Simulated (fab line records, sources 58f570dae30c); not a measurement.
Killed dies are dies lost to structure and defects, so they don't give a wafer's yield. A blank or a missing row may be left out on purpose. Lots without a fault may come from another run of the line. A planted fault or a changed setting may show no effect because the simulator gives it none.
Which of the tools did it? | flow berkeley cmos170 | 45 wafers from 15 lots sampled at 5 of the route's 331 steps

== WHAT THE GAUGES SHOWED, per wafer ==
UCB170_NWELL_TW_MEAS_16.
lot  | measured    | on            | NWELL_TW
L321 | day 2 15:33 | film metro-04 | 1262 1266 1260
L322 | day 3 01:46 | film metro-01 | 1242 1247 1244
L324 | day 3 01:54 | film metro-02 | 1245 1247 1239
L323 | day 3 02:17 | film metro-01 | 1246 1242 1243
L325 | day 3 08:47 | film metro-04 | 1268 1269 1264
L327 | day 3 19:04 | film metro-02 | 1244 1246 1249
L328 | day 4 00:36 | film metro-01 | 1251 1251 1250
L329 | day 4 01:05 | film metro-02 | 1245 1243 1236
L330 | day 4 10:05 | film metro-01 | 1251 1248 1250
L332 | day 4 16:05 | film metro-01 | 1254 1245 1247
L333 | day 5 03:15 | film metro-01 | 1249 1247 1244
L336 | day 5 15:26 | film metro-04 | 1264 1258 1261
L337 | day 5 22:47 | film metro-01 | 1244 1247 1247
L339 | day 6 09:31 | film metro-04 | 1262 1254 1262
L342 | day 6 20:01 | film metro-02 | 1238 1242 1234

UCB170_ACTIVE_OVL_MEAS_14.
lot  | measured    | on         | ACTIVE_OVL (nm)
L321 | day 4 20:11 | overlay-01 | -1 3 -1
L322 | day 5 06:24 | overlay-02 | -2 -3 -2
L324 | day 5 06:11 | overlay-02 | 3 -5 1
L323 | day 5 06:15 | overlay-01 | -1 -3 -5
L325 | day 5 11:44 | overlay-01 | -5 -10 -6
L327 | day 6 00:18 | overlay-02 | -158 -157 -160 -158 -157 -163
L328 | day 6 07:39 | overlay-02 | -3 -2 -7
L329 | day 6 07:55 | overlay-02 | -151 -153 -148 -152 -157 -151
L330 | day 6 13:40 | overlay-02 | -169 -158 -166 -172 -158 -169
L332 | day 7 01:33 | overlay-01 | 2 11 7
L333 | day 7 10:26 | overlay-01 | -158 -161 -163 -158 -161 -162
L336 | day 7 18:58 | overlay-01 | -1 -7 -4
L337 | day 8 06:46 | overlay-01 | -3 0 -2
L339 | day 8 19:11 | overlay-01 | 12 0 0
L342 | day 9 01:28 | overlay-02 | -4 0 -3

UCB170_GATE_THK_MEAS_02.
lot  | measured     | on            | GATE_OXIDE_THK (nm)
L321 | day 6 18:59  | film metro-03 | 6.37 6.59 6.49
L322 | day 7 06:55  | film metro-04 | 6.52 6.41 6.54
L324 | day 7 06:50  | film metro-02 | 6.64 6.49 6.48
L323 | day 7 06:50  | film metro-03 | 6.71 6.75 6.61
L325 | day 7 06:50  | film metro-04 | 6.87 6.78 6.66
L327 | day 8 00:52  | film metro-04 | 6.59 6.61 6.56
L328 | day 8 00:52  | film metro-03 | 6.57 6.46 6.48
L329 | day 8 00:55  | film metro-03 | 6.52 6.62 6.73
L330 | day 8 13:43  | film metro-03 | 6.51 6.44 6.44
L332 | day 9 03:04  | film metro-04 | 6.75 6.73 6.91
L333 | day 9 10:49  | film metro-02 | 6.44 6.52 6.47
L336 | day 9 22:14  | film metro-03 | 6.56 6.62 6.54
L337 | day 10 10:52 | film metro-04 | 6.60 6.48 6.50
L339 | day 10 23:03 | film metro-04 | 6.64 6.56 6.73
L342 | day 10 23:06 | film metro-02 | 6.68 6.68 6.72

UCB170_M2_CD_MEAS_15 targets a cd of 700 nm.
lot  | measured     | on        | cd nm (nm)
L321 | day 8 10:17  | cd sem-01 | 698.9 698.9 699.0
L322 | day 9 05:18  | cd sem-01 | 700.4 700.5 699.6
L324 | day 9 05:50  | cd sem-02 | 697.9 697.0 697.9
L323 | day 9 05:34  | cd sem-02 | 699.3 700.2 699.1
L325 | day 9 01:37  | cd sem-01 | 698.3 698.0 697.6
L327 | day 9 21:00  | cd sem-02 | 699.0 698.9 698.7
L328 | day 9 19:52  | cd sem-02 | 698.5 699.5 697.7
L329 | day 9 23:51  | cd sem-02 | 698.9 700.9 698.5
L330 | day 10 16:44 | cd sem-01 | 698.1 698.9 699.2
L332 | day 10 16:55 | cd sem-01 | 700.9 701.6 702.9
L333 | day 11 08:52 | cd sem-02 | 702.2 701.8 701.5
L336 | day 11 14:52 | cd sem-01 | 699.1 698.7 699.2
L337 | day 12 07:22 | cd sem-02 | 700.4 698.7 701.2
L339 | day 12 22:22 | cd sem-02 | 701.3 700.1 700.0
L342 | day 12 22:28 | cd sem-02 | 698.1 700.0 698.6

== WHICH TOOL RAN EACH LOT (tool, then ch and the chambers of the sampled wafers, then the start) ==
lot  | UCB170_ACTIVE_EXPOSE_10
L321 | krf scanner-01 ch 0, day 4 19:31
L322 | krf scanner-01 ch 0, day 5 05:46
L324 | krf scanner-01 ch 0, day 5 05:16
L323 | krf scanner-02 ch 0, day 5 05:29
L325 | krf scanner-02 ch 0, day 5 11:01
L327 | krf scanner-02 ch 0, day 5 23:47
L328 | krf scanner-01 ch 0, day 6 07:09
L329 | krf scanner-02 ch 0, day 6 07:23
L330 | krf scanner-02 ch 0, day 6 13:04
L332 | krf scanner-01 ch 0, day 7 00:26
L333 | krf scanner-02 ch 0, day 7 09:38
L336 | krf scanner-01 ch 0, day 7 17:55
L337 | krf scanner-01 ch 0, day 8 06:16
L339 | krf scanner-01 ch 0, day 8 18:41
L342 | krf scanner-01 ch 0, day 9 00:35
- UCB170_ACTIVE_EXPOSE_10: exposes mask ACTIVE, target cd 1200 nm.

== AS READ BY THE TOOLS THEMSELVES (means over the sampled wafers that have a number; for cases with no such wafer, the mark the record gives instead) ==
The record holds no such reading with a usual standard deviation.

== THE ANSWER, worked out from the rows above alone ==
Rule: usual is defined by the lots themselves. The widest of any qualifying gaps counts: lots, ordered by their means at a reading, are off when they make up no more than a third of the lots, leave a main group of 4 or more, and stand apart from it by 3 or more times the standard deviation of that group's means. If all means in a main group match to the digits the tables above print for the reading, that group is not used. Also off: a lot with no number at a reading for which 4 or more lots have one. The other lots that the step has rows for count as sound. The gauges are gone through in route order, then the tools' own readings, and for those a lot's mean is taken as printed above. The first step at which some lot is off is used, and at that step the reading that is off furthest; a lot without a number counts as furthest.
Off: L327, L329, L330, L333, seen at UCB170_ACTIVE_OVL_MEAS_14 (ACTIVE_OVL). Main group: mean -1 nm, sd 3.7.
A tool fits if, at a process step before that reading, it ran every lot that is off, and no sound lot after the first of them. Gauges at UCB170_ACTIVE_OVL_MEAS_14: tried the same way as those tools. One fits: krf scanner-02 at UCB170_ACTIVE_EXPOSE_10. Its last sound lot is L325 (day 5 11:01), its first lot that is off L327 (day 5 23:47): a fault that began between those two fits.

== WHAT THE SIMULATOR PUT IN ==
Scanner matching overlay: krf scanner-02, from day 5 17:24 on, at UCB170_ACTIVE_EXPOSE_10. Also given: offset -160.
Struck lots among those shown: L327, L329, L330, L333. Same finding as the rule above.
